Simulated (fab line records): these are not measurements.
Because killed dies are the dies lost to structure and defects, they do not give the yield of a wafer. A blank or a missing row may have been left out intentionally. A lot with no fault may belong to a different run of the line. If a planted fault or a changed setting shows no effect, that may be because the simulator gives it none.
Which tool was responsible? :: flow rit_cmos :: Sampling: 7 lots, 21 wafers, 2 of 202 route steps

WHAT THE GAUGES SHOWED, per wafer
RIT_PLDD_TW_MEAS_10.
lot: L184
measured: day 2 23:31
on: film_metro-02
PLDD_TW: 2385 2395 2395

lot: L186
measured: day 3 11:59
on: film_metro-01
PLDD_TW: 2322 2316 2311

lot: L191
measured: day 4 11:54
on: film_metro-03
PLDD_TW: 2110 2107 2112

lot: L193
measured: day 4 22:19
on: film_metro-02
PLDD_TW: 2373 2365 2383

lot: L197
measured: day 5 19:08
on: film_metro-02
PLDD_TW: 2375 2374 2377

lot: L200
measured: day 6 10:59
on: film_metro-02
PLDD_TW: 2362 2352 2371

lot: L203
measured: day 7 08:08
on: film_metro-01
PLDD_TW: 2327 2309 2314

EACH LOT AND THE TOOL THAT RAN IT (in order: tool; ch and the chambers of the sampled wafers; start)
lot: L184
RIT_PLDD_IMPLANT_08: implanter-02 ch 0, day 2 23:11

lot: L186
RIT_PLDD_IMPLANT_08: implanter-04 ch 0, day 3 11:40

lot: L191
RIT_PLDD_IMPLANT_08: implanter-01 ch 0, day 4 11:34

lot: L193
RIT_PLDD_IMPLANT_08: implanter-04 ch 0, day 4 21:59

lot: L197
RIT_PLDD_IMPLANT_08: implanter-02 ch 0, day 5 18:51

lot: L200
RIT_PLDD_IMPLANT_08: implanter-02 ch 0, day 6 10:40

lot: L203
RIT_PLDD_IMPLANT_08: implanter-02 ch 0, day 7 07:49
- RIT_PLDD_IMPLANT_08

THE ANSWER, worked out from the rows above alone
Rule: the usual values come from the lots themselves. Put in order of their means at a reading, lots are off if they are a third of the lots or fewer, leave a main group of 4 or more, and stand apart from it by a gap of 3 or more times the standard deviation of the main group's means; of several such gaps the widest counts. A main group whose means are all the same, to the digits that the tables above print for the reading, isn't used. Also off: a lot with no number at a reading for which 4 or more lots have one. The other lots that the step has rows for count as sound.
Off: L191, seen at RIT_PLDD_TW_MEAS_10 (PLDD_TW). For the main group the mean is 2356 and the standard deviation 29.
A tool fits if, at a process step before that reading, it ran every lot that is off, and no sound lot after the first of them. Gauges at RIT_PLDD_TW_MEAS_10: tried the same way as those tools. Can't be told from this: 2 tools fit, implanter-01 at RIT_PLDD_IMPLANT_08, film_metro-03 at RIT_PLDD_TW_MEAS_10.

WHAT THE SIMULATOR PUT IN
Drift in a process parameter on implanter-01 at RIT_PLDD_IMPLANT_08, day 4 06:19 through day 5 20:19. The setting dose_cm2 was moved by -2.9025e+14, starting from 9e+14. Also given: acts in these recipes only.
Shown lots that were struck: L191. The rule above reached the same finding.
